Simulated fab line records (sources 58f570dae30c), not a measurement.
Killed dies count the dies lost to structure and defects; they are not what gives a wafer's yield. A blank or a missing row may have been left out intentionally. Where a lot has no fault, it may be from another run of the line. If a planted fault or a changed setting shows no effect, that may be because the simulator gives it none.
fab line records | flow berkeleyCmos170
record lots=14 wafers=42 lastDay=13
route steps=331 shown ACTIVE@76 SACOX@99 NVT@111 FIELD@126
lots that met no fault: taken from a fault-free run of the same line
startH: hours from the record's first day to the start of the lot's first wafer shown | waitH: hours from the lot's prior step to this one | " unchanged from the row above | L1.1+2: one row covering several wafers at once | - value missing, or start not given | * or withheld: withheld | < > ~ a bound
route shown NAME@n: a module of which the file shows steps, and the number in the route of the first | usual: mean/standard deviation of fault-free wafers | same: alike in all rows | chamber/n: place in a boat | sites: each site's reading | _std_site: standard deviation across them | _edge_site: the outer-site mean with the inner-site mean subtracted | radiusMm: how far each site lies from the wafer's centre | mask NAME#n: copy n | behind: tool/chamber where the wafer was last shaped | hold: the reason the lot was held/the length of the hold in hours/how it ended | device: which transistor (n, p or np) failed to switch | end of line: the tests these same wafers got at the end of their route | a step given without rows: its recipe and nothing more | killed: the dies lost at the first sort to structure and to defects; this is not the yield of the wafer | map: a wafer's dies, x killed, . not, _ none there
set.NAME: the run value of the setting; set.NAME@STEP: its run value at that earlier step | model.NAME: the simulator's own value behind a step, which no gauge read
steps of the route over a sample of lots; a table a step, a row a wafer
services: when a tool's chamber went out of use (startH, in hours from the record's first day, below 0 if earlier), for how many hours, and the reason
## steps
# step UCB170_ACTIVE_STRIP_16
# recipe chemistry=O2 powerW=400 pressureMtorr=3500 platenTempC=withheld o2FlowSccm=400 overashFraction=0.5
# usual drypumpMotorCurrentA=5.6/0.32 o2FlowSccm=400.1/1.2 oesProductAu=0.721/0.0046 stripTimeToEndpointS=18.08/0.076
# columns lot.wafer tool chamber startH waitH drypumpMotorCurrentA o2FlowSccm oesProductAu rfHoursCounterH stripTimeToEndpointS
L402.3 plasmaAsher-01 1 97.07 0.1 5.0 399.6 0.729 - 18.11
L402.4 " 0 " " 5.7 399.5 0.718 - 18.18
L402.6 " 0 " " 5.7 400.6 0.718 - 18.02
L401.2 plasmaAsher-02 0 97.66 0.1 5.5 398.3 0.716 28 18.27
L401.5 " 1 " " 5.5 400.1 0.727 - 18.10
L401.6 " 0 " " 5.5 398.9 0.717 - 18.22
L403.3 plasmaAsher-02 0 103.61 0.1 5.6 398.4 0.721 - 18.06
L403.4 " 1 " " 5.4 401.1 0.724 - 18.01
L403.6 " 0 " " 5.5 399.6 0.727 - 18.05
L404.1 plasmaAsher-02 1 117.21 0.1 5.4 400.4 0.723 30 18.05
L404.2 " 0 " " 5.5 400.9 0.727 30 17.96
L404.4 " 0 " " 5.5 400.4 0.712 - 18.03
L405.2 plasmaAsher-02 1 117.71 0.1 5.4 398.8 0.722 30 18.10
L405.4 " 0 " " 5.5 401.9 0.715 - 18.00
L405.5 " 1 " " 5.5 398.1 0.722 - 17.93
L406.1 plasmaAsher-03 0 117.93 0.1 5.4 399.8 0.719 37 18.09
L406.5 " 0 " " 5.4 399.9 0.721 - 18.08
L406.6 " 1 " " 6.1 400.5 0.731 - 18.06
L407.1 plasmaAsher-03 0 124.57 0.1 5.5 399.3 0.722 38 18.12
L407.4 " 0 " " 5.4 398.3 0.725 - 18.10
L407.5 " 0 " " 5.5 399.8 0.718 - 18.06
L409.2 plasmaAsher-02 0 133.26 0.1 5.5 400.2 0.728 32 17.92
L409.3 " 1 " " 5.4 400.6 0.722 - 17.99
L409.6 " 1 " " 5.4 399.9 0.730 - 18.03
L411.2 plasmaAsher-01 0 151.46 0.1 5.7 402.0 0.722 4 18.02
L411.3 " 0 " " 5.6 401.9 0.721 - 18.01
L411.6 " 1 " " 5.0 400.8 0.715 - 18.02
L417.1 plasmaAsher-01 0 177.71 0.1 5.7 400.2 0.720 7 17.98
L417.3 " 0 " " 5.7 399.3 0.714 - 17.94
L417.5 " 0 " " 5.7 399.8 0.732 - 17.91
L418.1 plasmaAsher-03 0 178.00 0.1 5.4 400.0 0.722 45 18.13
L418.2 " 1 " " 6.1 399.1 0.717 45 18.19
L418.4 " 0 " " 5.4 400.2 0.723 - 18.23
L420.1 plasmaAsher-01 1 191.23 0.1 5.0 401.5 0.728 9 18.13
L420.5 " 0 " " 5.7 401.3 0.723 - 18.13
L420.6 " 1 " " 5.1 395.8 0.720 - 18.10
L423.1 plasmaAsher-03 1 210.08 0.1 6.1 400.1 0.720 48 18.16
L423.2 " 0 " " 5.5 400.0 0.719 48 18.21
L423.4 " 1 " " 6.1 402.0 0.727 - 18.17
L424.1 plasmaAsher-03 0 210.32 0.1 5.5 400.6 0.713 48 18.07
L424.3 " 0 " " 5.4 399.9 0.720 - 18.03
L424.4 " 1 " " 6.1 400.5 0.720 - 18.04
# step UCB170_SACOX_THK_MEAS_02
# recipe reads=SiO2_of_SACOX_OXIDATION_01
# usual SACOX_OXIDE_THK=14.3/0.3
# columns lot.wafer tool chamber startH waitH SACOX_OXIDE_THK[nm]
L401.2 filmMetro-01 - 120.73 0.0 14.3
L401.5 " - " " 14.4
L401.6 " - " " 14.3
L402.3 filmMetro-02 - 120.74 0.0 14.0
L402.4 " - " " 14.3
L402.6 " - " " 14.2
L403.3 filmMetro-02 - 129.57 0.0 14.4
L403.4 " - " " 14.1
L403.6 " - " " 14.2
L406.1 filmMetro-02 - 139.38 0.0 13.6
L406.5 " - " " 13.9
L406.6 " - " " 14.0
L404.1 filmMetro-04 - 139.41 0.0 14.0
L404.2 " - " " 14.1
L404.4 " - " " 14.2
L405.2 filmMetro-01 - 139.42 0.0 14.0
L405.4 " - " " 14.2
L405.5 " - " " 14.4
L407.1 filmMetro-01 - 153.13 0.0 14.0
L407.4 " - " " 14.0
L407.5 " - " " 13.8
L409.2 filmMetro-01 - 159.29 0.1 14.5
L409.3 " - " " 14.6
L409.6 " - " " 14.8
L411.2 filmMetro-02 - 178.60 0.0 14.5
L411.3 " - " " 14.4
L411.6 " - " " 14.6
L417.1 filmMetro-04 - 204.35 0.0 14.2
L417.3 " - " " 13.9
L417.5 " - " " 14.2
L418.1 filmMetro-02 - 204.35 0.0 14.2
L418.2 " - " " 14.3
L418.4 " - " " 14.3
L420.1 filmMetro-04 - 218.71 0.0 14.3
L420.5 " - " " 14.4
L420.6 " - " " 14.4
L423.1 filmMetro-01 - 232.14 0.0 14.3
L423.2 " - " " 14.2
L423.4 " - " " 14.3
L424.1 filmMetro-04 - 232.14 0.0 14.0
L424.3 " - " " 14.1
L424.4 " - " " 14.1
# step UCB170_NVT_IMPLANT_07
# recipe species=BF2 doseCm2=3e+12 energyKev=50 tiltDeg=7
# usual doseIonsCm2=3e+12/3.9e+09 faradayCurrentUA=9.52/0.19
# columns lot.wafer tool chamber startH waitH doseIonsCm2 faradayCurrentUA
L401.2 implanter-04 0 130.26 0.0 2.996e+12 9.28
L401.5 " 0 " " 2.999e+12 9.70
L401.6 " 0 " " 2.995e+12 9.69
L402.3 implanter-02 0 130.91 0.1 2.994e+12 9.90
L402.4 " 0 " " 3.002e+12 9.81
L402.6 " 0 " " 2.999e+12 9.30
L403.3 implanter-02 0 139.15 0.1 2.999e+12 9.48
L403.4 " 0 " " 3.002e+12 9.61
L403.6 " 0 " " 2.998e+12 9.59
L404.1 implanter-02 0 152.55 0.0 2.999e+12 9.78
L404.2 " 0 " " 3.001e+12 9.68
L404.4 " 0 " " 2.996e+12 9.54
L405.2 implanter-04 0 152.81 0.0 3.002e+12 9.54
L405.4 " 0 " " 2.999e+12 9.88
L405.5 " 0 " " 3.007e+12 9.47
L406.1 implanter-02 0 153.06 0.0 2.999e+12 9.22
L406.5 " 0 " " 3.005e+12 9.60
L406.6 " 0 " " 3.001e+12 9.36
L407.1 implanter-04 0 165.35 0.0 2.998e+12 9.54
L407.4 " 0 " " 3.007e+12 9.46
L407.5 " 0 " " 3e+12 9.56
L409.2 implanter-02 0 172.43 0.0 4.258e+12 13.20
L409.3 " 0 " " 4.258e+12 13.77
L409.6 " 0 " " 4.26e+12 14.19
L411.2 implanter-02 0 192.82 0.0 4.256e+12 13.30
L411.3 " 0 " " 4.26e+12 13.33
L411.6 " 0 " " 4.253e+12 13.48
L418.1 implanter-04 0 224.15 0.0 3.005e+12 9.22
L418.2 " 0 " " 3.004e+12 9.79
L418.4 " 0 " " 2.996e+12 9.57
L417.1 implanter-03 0 224.44 0.0 2.999e+12 9.60
L417.3 " 0 " " 2.996e+12 9.75
L417.5 " 0 " " 2.998e+12 9.44
L420.1 implanter-03 0 230.54 0.0 3.009e+12 9.62
L420.5 " 0 " " 3.005e+12 9.19
L420.6 " 0 " " 3.01e+12 9.39
L424.1 implanter-03 0 245.26 0.0 2.998e+12 9.39
L424.3 " 0 " " 2.999e+12 9.43
L424.4 " 0 " " 3e+12 9.28
L423.1 implanter-02 0 245.50 0.0 3.005e+12 9.20
L423.2 " 0 " " 3.006e+12 9.31
L423.4 " 0 " " 3.006e+12 9.77
# step UCB170_NVT_TW_MEAS_09
# usual NVT_TW=522/6
# columns lot.wafer tool chamber startH waitH NVT_TW
L401.2 filmMetro-03 - 130.49 0.1 527
L401.5 " - " " 529
L401.6 " - " " 526
L402.3 filmMetro-04 - 131.13 0.1 529
L402.4 " - " " 532
L402.6 " - " " 527
L403.3 filmMetro-04 - 139.37 0.1 529
L403.4 " - " " 529
L403.6 " - " " 531
L404.1 filmMetro-04 - 152.80 0.1 527
L404.2 " - " " 527
L404.4 " - " " 530
L405.2 filmMetro-02 - 153.05 0.1 515
L405.4 " - " " 516
L405.5 " - " " 514
L406.1 filmMetro-03 - 153.31 0.1 525
L406.5 " - " " 525
L406.6 " - " " 526
L407.1 filmMetro-03 - 165.60 0.1 525
L407.4 " - " " 526
L407.5 " - " " 525
L409.2 filmMetro-02 - 172.66 0.1 573
L409.3 " - " " 572
L409.6 " - " " 573
L411.2 filmMetro-03 - 193.05 0.1 586
L411.3 " - " " 582
L411.6 " - " " 583
L418.1 filmMetro-02 - 224.40 0.1 516
L418.2 " - " " 517
L418.4 " - " " 515
L417.1 filmMetro-03 - 224.69 0.1 527
L417.3 " - " " 528
L417.5 " - " " 526
L420.1 filmMetro-03 - 230.79 0.1 528
L420.5 " - " " 524
L420.6 " - " " 525
L424.1 filmMetro-02 - 245.51 0.1 516
L424.3 " - " " 517
L424.4 " - " " 515
L423.1 filmMetro-02 - 245.75 0.1 515
L423.2 " - " " 515
L423.4 " - " " 516
# step UCB170_FIELD_THK_MEAS_91
# recipe reads=SiO2_of_FIELD_OXIDATION_01
# usual FIELD_OXIDE_LEFT_2_THK=347/11
# columns lot.wafer tool chamber startH waitH FIELD_OXIDE_LEFT_2_THK[nm]
L401.2 filmMetro-02 - 133.89 0.0 340
L401.5 " - " " 342
L401.6 " - " " 338
L402.3 filmMetro-03 - 134.17 0.0 361
L402.4 " - " " 352
L402.6 " - " " 357
L403.3 filmMetro-02 - 141.21 0.0 341
L403.4 " - " " 358
L403.6 " - " " 349
L404.1 filmMetro-03 - 155.21 0.0 343
L404.2 " - " " 335
L404.4 " - " " 339
L405.2 filmMetro-03 - 155.35 0.0 333
L405.4 " - " " 340
L405.5 " - " " 341
L406.1 filmMetro-01 - 155.83 0.0 373
L406.5 " - " " 376
L406.6 " - " " 376
L407.1 filmMetro-03 - 167.80 0.0 341
L407.4 " - " " 342
L407.5 " - " " 330
L409.2 filmMetro-01 - 175.16 0.0 334
L409.3 " - " " 343
L409.6 " - " " 337
L411.2 filmMetro-01 - 194.94 0.0 355
L411.3 " - " " 350
L411.6 " - " " 353
L418.1 filmMetro-01 - 228.05 0.0 353
L418.2 " - " " 348
L418.4 " - " " 353
L417.1 filmMetro-03 - 228.46 0.0 352
L417.3 " - " " 344
L417.5 " - " " 339
L420.1 filmMetro-02 - 232.99 0.0 348
L420.5 " - " " 352
L420.6 " - " " 346
L424.1 filmMetro-02 - 248.57 0.0 354
L424.3 " - " " 350
L424.4 " - " " 345
L423.1 filmMetro-02 - 248.95 0.0 352
L423.2 " - " " 345
L423.4 " - " " 350
## services
# columns tool chamber startH hours kind
implanter-02 - 88.80 2.2 repair
implanter-04 - 89.63 1.3 repair
implanter-04 - 96.28 6.4 pm
plasmaAsher-03 - 104.32 2.4 repair
plasmaAsher-01 - 108.75 9.0 pm
plasmaAsher-01 0 108.75 9.0 ventCycle
plasmaAsher-01 1 108.75 9.0 ventCycle
plasmaAsher-01 0 117.75 - clean
plasmaAsher-01 1 117.75 - clean
implanter-03 - 120.78 1.5 repair
implanter-04 - 173.15 2.2 repair
plasmaAsher-02 - 185.16 1.3 repair
implanter-03 - 211.01 3.2 repair
plasmaAsher-01 - 217.24 1.8 repair
implanter-02 - 217.76 9.3 repair
plasmaAsher-03 - 227.57 1.5 repair
implanter-04 - 229.87 6.6 repair
## key
firstSign step=UCB170_NVT_IMPLANT_07 reading=doseIonsCm2 direction=up sigmas=99+ usual=3e+12 struck=4.258e+12
effect step=UCB170_NVT_IMPLANT_07 reading=faradayCurrentUA direction=up sigmas=21 usual=9.52 struck=13.54
effect step=UCB170_NVT_TW_MEAS_09 reading=NVT_TW direction=up sigmas=9.4 usual=522 struck=578
metAt UCB170_NVT_IMPLANT_07
struckLots L409,L411
testerLeftOut L409,L411
notActingAt UCB170_ACTIVE_STRIP_16,UCB170_SACOX_THK_MEAS_02,UCB170_FIELD_THK_MEAS_91
onsetBetween 153.06 172.43
fault kind=processParameterDrift tool=implanter-02 chamber=- onsetH=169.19 steps=UCB170_NVT_IMPLANT_07 channel=doseCm2 offset=1.26e+12 shape=step endH=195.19 actsIn=theseRecipesOnly stated=3e+12
# testerLeftOut: of these lots the tester's yield and bins aren't shown, on N5 and GAA mostly nor the transistor test; their killed dies are dies lost to structure and defects alone, not to doping, threshold or leakage, so they don't give the yield
